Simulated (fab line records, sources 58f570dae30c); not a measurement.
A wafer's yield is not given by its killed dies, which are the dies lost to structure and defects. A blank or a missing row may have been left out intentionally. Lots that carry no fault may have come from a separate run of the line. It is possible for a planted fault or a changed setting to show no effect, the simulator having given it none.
Split-lot trial ; flow berkeley cmos170 ; 23 wafers read from 5 lots, route of 331 steps

## THE SPLIT
At UCB170_CONTACT_PEB_13, the setting peb temp c was moved away from the recipe's 130 C on 8 of the 23 wafers read, by -2.3% to +1.0%. For the rest of the wafers, this setting stayed at what the recipe calls for.

## FROM THE SPLIT TO THE READING: what the file shows between them, 5 steps
- UCB170_CONTACT_DEVELOP_14: develop time 45 s
- UCB170_CONTACT_CD_MEAS_15: target cd 700 nm
- UCB170_CONTACT_ETCH_17: etches BARC in N2/H2
- UCB170_CONTACT_ETCH_18: etches PSG in CHF3/CF4/Ar, stops on TiSi2, target depth 840 nm, time 195 s
- UCB170_CONTACT_STRIP_19: strips in O2

## THE READING
cd nm, in nm, at UCB170_CONTACT_CD_MEAS_90 (target cd 700 nm). A value of 699.7 nm with a standard deviation of 1.6 nm is what fault-free wafers of this fab line usually give.

wafer;tool, chamber at the split;peb temp c as run, C;against the recipe;cd nm, nm;against lot-mates on the recipe
L075.1;litho track-01, 0;128.6;-1.1%;690.0;-12.3
L075.2;litho track-01, 0;128.6;-1.1%;692.5;-9.8
L075.3;litho track-01, 0;128.6;-1.1%;691.7;-10.6
L075.5;litho track-01, 0;130;recipe;700.6;-
L075.6;litho track-01, 0;130;recipe;704.0;-
L076.1;litho track-04, 0;130;recipe;695.5;-
L076.2;litho track-04, 0;127;-2.3%;675.8;-21.5
L076.3;litho track-04, 0;130;recipe;699.2;-
L076.4;litho track-04, 0;130;recipe;697.1;-
L076.5;litho track-04, 0;127;-2.3%;674.4;-22.9
L080.1;litho track-04, 0;130;recipe;699.2;-
L080.3;litho track-04, 0;130;recipe;700.6;-
L080.5;litho track-04, 0;130;recipe;701.5;-
L082.1;litho track-04, 0;130;recipe;697.4;-
L082.2;litho track-04, 0;131.3;+1.0%;706.4;+8.1
L082.3;litho track-04, 0;131.3;+1.0%;707.4;+9.1
L082.4;litho track-04, 0;131.3;+1.0%;704.9;+6.6
L082.5;litho track-04, 0;130;recipe;699.3;-
L081.2;litho track-04, 0;130;recipe;698.6;-
L081.3;litho track-04, 0;130;recipe;697.5;-
L081.4;litho track-04, 0;130;recipe;697.6;-
L081.5;litho track-04, 0;130;recipe;698.0;-
L081.6;litho track-04, 0;130;recipe;700.2;-

FIT RESULTS
A straight line over all 23 wafers: cd nm changes by +9.1 nm for each +1% of peb temp c; r = +0.96; the points scatter about the line by 2.3 nm.
The same after taking each lot's own level away (the mean of its wafers on the recipe; 23 wafers): +9.31 nm for each +1%; r = +0.99; scatter 1.3 nm.
The reading moves by 21 nm for the largest change in peb temp c, on that fit.
The span of the lots' own levels, 697.27 to 702.30 nm, comes to 3.1 times the standard deviation stated above.
So the lot-to-lot level changes the slope little: the two slopes agree.
Check: -22 nm against its lot-mates is what the line predicts for one of the wafers moved furthest among these (-2.3%) when that wafer is left out of the fit. Against them it came out at -21.5 nm.

## THE WHOLE CHAIN: every reading that the file lists as answering this split, in the file's order
step;what it does;reading;change (the file's fit);r (the file's)
UCB170_CONTACT_CD_MEAS_15;target cd 700 nm;cd nm;+9.36 nm for each +1% of the setting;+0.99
UCB170_CONTACT_ETCH_17;etches BARC in N2/H2;CONTACT.cd nm (the simulator's own value, which no gauge read);+9.18 nm for each +1% of the setting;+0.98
UCB170_CONTACT_ETCH_18;etches PSG in CHF3/CF4/Ar, stops on TiSi2, target depth 840 nm, time 195 s;CONTACT.cd nm (the simulator's own value, which no gauge read);+9.38 nm for each +1% of the setting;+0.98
UCB170_CONTACT_CD_MEAS_90;target cd 700 nm;cd nm;+9.44 nm for each +1% of the setting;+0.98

## FILE'S OWN FIT
cd nm changes by +9.44 nm for each +1% of peb temp c, r = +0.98.
